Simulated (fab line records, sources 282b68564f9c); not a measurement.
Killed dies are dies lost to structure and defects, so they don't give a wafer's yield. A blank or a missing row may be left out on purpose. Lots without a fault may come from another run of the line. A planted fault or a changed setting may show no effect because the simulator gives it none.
Which tool did it? | flow rit_cmos | 7 lots, 21 wafers sampled, at 2 steps of a route of 202

WHAT THE GAUGES READ, wafer by wafer
RIT_ACTIVE_CD_MEAS_11: target cd 1400 nm.
lot  | measured    | on        | cd_nm (nm)
L367 | day 1 20:10 | cd_sem-01 | 1402.1 1402.1 1401.5
L371 | day 2 15:53 | cd_sem-01 | 1401.5 1401.7 1401.2
L375 | day 3 13:01 | cd_sem-02 | 1405.1 1403.8 1402.7
L378 | day 4 02:49 | cd_sem-01 | 1398.4 1399.5 1400.7
L380 | day 4 12:36 | cd_sem-01 | 1328.5 1330.6 1328.1
L387 | day 6 01:17 | cd_sem-01 | 1402.1 1402.1 1400.3
L389 | day 6 09:33 | cd_sem-01 | 1402.7 1402.4 1401.3

WHICH TOOL RAN EACH LOT (tool, then ch and the chambers of the sampled wafers, then the start)
lot  | RIT_ACTIVE_COAT_06
L367 | litho_track-02 ch 0, day 1 19:28
L371 | litho_track-03 ch 0, day 2 15:11
L375 | litho_track-03 ch 0, day 3 12:20
L378 | litho_track-01 ch 0, day 4 02:00
L380 | litho_track-03 ch 0, day 4 11:47
L387 | litho_track-01 ch 0, day 6 00:28
L389 | litho_track-02 ch 0, day 6 08:47
- RIT_ACTIVE_COAT_06: resist thk 1000 nm.

THE ANSWER, worked out from the rows above alone
Rule: what is usual is taken from the lots themselves. Put in order of their means at a reading, lots are off if they are a third of the lots or fewer, leave a main group of 4 or more, and stand apart from it by a gap of 3 or more times the standard deviation of the main group's means; of several such gaps the widest counts. A main group whose means are all the same, to the digits that the tables above print for the reading, isn't used. A lot without any number at a reading at which 4 lots or more have one is off too. The other lots that the step has rows for count as sound.
Off: L380, at RIT_ACTIVE_CD_MEAS_11 (cd_nm). The main group: mean 1401.7 nm, standard deviation 1.3.
A tool fits if, at a process step before that reading, it ran every lot that is off, and no sound lot after the first of them. The gauges at RIT_ACTIVE_CD_MEAS_11 are tried like those tools. One fits: litho_track-03 at RIT_ACTIVE_COAT_06. Its last sound lot is L375 (day 3 12:20), its first lot that is off L380 (day 4 11:47): a fault that began between those two fits.

WHAT THE SIMULATOR HAD PUT IN
Process parameter drift: litho_track-03, from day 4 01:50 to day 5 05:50, at RIT_ACTIVE_COAT_06. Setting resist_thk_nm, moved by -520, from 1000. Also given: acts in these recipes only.
Lots struck among those shown: L380. The rule above found the same.
